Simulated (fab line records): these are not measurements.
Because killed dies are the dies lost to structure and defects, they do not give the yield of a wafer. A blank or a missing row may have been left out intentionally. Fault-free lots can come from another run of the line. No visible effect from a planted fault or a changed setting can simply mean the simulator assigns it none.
Lot-split experiment -- flow berkeley_cmos170 -- 23 wafers read from 5 lots, route of 331 steps

## ABOUT THE SPLIT
At UCB170_PWELL_IMPLANT_15, the setting energy_kev was moved away from the recipe's 60 on 7 of the 23 wafers read, by +1.8% to +5.5%. All remaining wafers had this setting at the recipe value.

The reading comes from the split's own step.

## THE READING
The simulator's own value implant.drp_nm, read by no gauge, in nm at UCB170_PWELL_IMPLANT_15. The file gives no usual value for it.

wafer,"tool, chamber at the split",energy_kev as run,against the recipe,"implant.drp_nm, nm",against lot-mates on the recipe
L074.1,"implanter-01, 0",60,recipe,64.7,-
L074.2,"implanter-01, 0",60,recipe,64.7,-
L074.3,"implanter-01, 0",60,recipe,64.7,-
L074.4,"implanter-01, 0",60,recipe,64.7,-
L074.5,"implanter-01, 0",60,recipe,64.7,-
L076.1,"implanter-02, 0",60,recipe,64.7,-
L076.2,"implanter-02, 0",60,recipe,64.7,-
L076.6,"implanter-02, 0",60,recipe,64.7,-
L076.4,"implanter-02, 0",63.29,+5.5%,66.53,+1.83
L076.5,"implanter-02, 0",63.29,+5.5%,66.53,+1.83
L080.1,"implanter-02, 0",60,recipe,64.7,-
L080.2,"implanter-02, 0",60,recipe,64.7,-
L080.6,"implanter-02, 0",60,recipe,64.7,-
L083.1,"implanter-01, 0",60,recipe,64.7,-
L083.4,"implanter-01, 0",60,recipe,64.7,-
L083.5,"implanter-01, 0",60,recipe,64.7,-
L083.2,"implanter-01, 0",61.9,+3.2%,65.77,+1.07
L083.3,"implanter-01, 0",61.9,+3.2%,65.77,+1.07
L084.1,"implanter-03, 0",61.08,+1.8%,65.31,+0.61
L084.4,"implanter-03, 0",61.08,+1.8%,65.31,+0.61
L084.5,"implanter-03, 0",61.08,+1.8%,65.31,+0.61
L084.2,"implanter-03, 0",60,recipe,64.7,-
L084.6,"implanter-03, 0",60,recipe,64.7,-

THE FIT
A straight line over all 23 wafers: implant.drp_nm changes by +0.335 nm for each +1% of energy_kev; r = +1.00; the points scatter about the line by 0.0043 nm.
The same after taking each lot's own level away (the mean of its wafers on the recipe; 23 wafers): +0.335 nm for each +1%; r = +1.00; scatter 0.0043 nm.
On that fit, the largest move of energy_kev shifts the reading by 1.8 nm.
The lots' own levels span 64.700 to 64.700 nm.
So the lot-to-lot level changes the slope little: the two slopes agree.
Check: with one of the wafers moved furthest among these (+5.5%) left out of the fit, the line predicts +1.84 nm for it against its lot-mates. It came out at +1.83 nm against them.

## OTHER SPLITS ON THESE WAFERS
Note: prior to the reading, these wafers also went through further splits. Each is held against what the fit with the lots' levels taken away leaves over:
other split on the same wafers,wafers away from the commonest value,r with implant.drp_nm (lot level and that fit taken away)
UCB170_START_OXIDATION_02 ox_time_s,15,-0.38
UCB170_ZERO_STRIP_07 o2_flow_sccm,4,-0.28
UCB170_NWELL_ETCH_13 time_s,9,+0.03
UCB170_NWELL_IMPLANT_14 energy_kev,7,-0.40
UCB170_PWELL_ETCH_14 time_s,11,+0.11

## THE WHOLE CHAIN: every reading that the file lists as answering this split, in the file's order
step,what it does,reading,change (the file's fit),r (the file's)
UCB170_PWELL_IMPLANT_15,,"implant.rp_nm (the simulator's own value, which no gauge read)",+2.37 nm for each +1% of the setting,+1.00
UCB170_PWELL_IMPLANT_15,,"implant.drp_nm (the simulator's own value, which no gauge read)",+0.336 nm for each +1% of the setting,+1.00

## FILE'S OWN FIT
implant.drp_nm changes by +0.336 nm for each +1% of energy_kev, r = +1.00.
